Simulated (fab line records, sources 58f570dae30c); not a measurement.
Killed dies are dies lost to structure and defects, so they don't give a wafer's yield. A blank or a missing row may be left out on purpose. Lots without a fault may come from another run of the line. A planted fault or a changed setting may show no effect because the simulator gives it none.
One fault seen from 2 desks | flow berkeley_cmos170 | each desk has only its own numbers; what lay behind them comes last

THE METROLOGY DESK
What the gauges read, lot by lot, whatever tool the lot ran on: means of the sampled wafers that have a number. A lot is out of limits, marked OUT, if its mean lies more than 4 standard deviations from the usual mean; the brackets give that distance.
Columns: A = PWELL_TW at UCB170_PWELL_TW_MEAS_17, usual 379.3; B = SILICIDE_TI_RS at UCB170_SILICIDE_RS_MEAS_02, usual 24.81 ohm/sq
lot  | first seen here | A                | B
L679 | day 3 09:38     | 382.3            | 25.17
L680 | day 3 09:51     | 380.2            | 25.14
L683 | day 4 12:28     | 381.9            | 24.73
L685 | day 4 14:20     | 382.0            | 24.93
L684 | day 4 14:24     | 381.3            | 24.76
L686 | day 4 14:29     | 381.1            | 24.87
L689 | day 5 10:04     | 380.3            | 24.69
L688 | day 5 21:55     | 380.9            | 24.83
L690 | day 5 22:12     | 376.5            | 24.76
L696 | day 6 21:07     | 353.6 (-9.5) OUT | 24.68
L697 | day 7 08:11     | 357.8 (-8.0) OUT | 25.07
L699 | day 7 08:38     | 380.6            | 24.79
L700 | day 7 08:41     | 378.6            | 25.24
L701 | day 7 22:53     | 378.4            | 24.64
This desk's finding: out of limits on L696, L697; first on L696, day 6 21:07 (PWELL_TW at UCB170_PWELL_TW_MEAS_17). In limits: L679, L680, L683, L685, L684, L686, L689, L688, L690, L699, L700, L701.

THE TOOL OWNER'S DESK: implanter-02
The tool's own readings at UCB170_PWELL_IMPLANT_15: means of the sampled wafers that have a number, for each lot that ran on this tool. A lot is out of limits, marked OUT, if its mean lies more than 4 standard deviations from the usual mean; the brackets give that distance.
Columns: A = dose_ions_cm2 at UCB170_PWELL_IMPLANT_15, usual 5e+12; B = faraday_current_uA at UCB170_PWELL_IMPLANT_15, usual 15.8
lot  | first seen here | A                       | B
L683 | day 4 12:13     | 5e+12                   | 15.9
L685 | day 4 14:05     | 5e+12                   | 15.9
L686 | day 4 14:15     | 5e+12                   | 15.9
L689 | day 5 09:50     | 5e+12                   | 15.7
L690 | day 5 21:57     | 5e+12                   | 15.9
L696 | day 6 20:53     | 4e+12 (-99 or more) OUT | 13.0 (-8.4) OUT
L697 | day 7 07:58     | 4e+12 (-99 or more) OUT | 12.7 (-9.4) OUT
This desk's finding: out of limits on L696, L697; first on L696, day 6 20:53 (dose_ions_cm2 at UCB170_PWELL_IMPLANT_15). In limits: L683, L685, L686, L689, L690.

PUT TOGETHER
The tool owner's desk could have raised an alarm at day 6 20:53, on L696, L697.
The metrology desk could have raised an alarm at day 6 21:07, on L696, L697.
Of the lots named, all ran UCB170_PWELL_IMPLANT_15 on implanter-02.

WHAT THE SIMULATOR HAD PUT IN
Process parameter drift: implanter-02, from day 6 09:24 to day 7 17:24, at UCB170_PWELL_IMPLANT_15. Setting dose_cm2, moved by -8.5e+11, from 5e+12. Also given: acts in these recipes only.
Lots struck among those shown: L696, L697.
Hours from the fault's start to each desk's first reading out of limits: the tool owner's desk, 11; the metrology desk, 12.
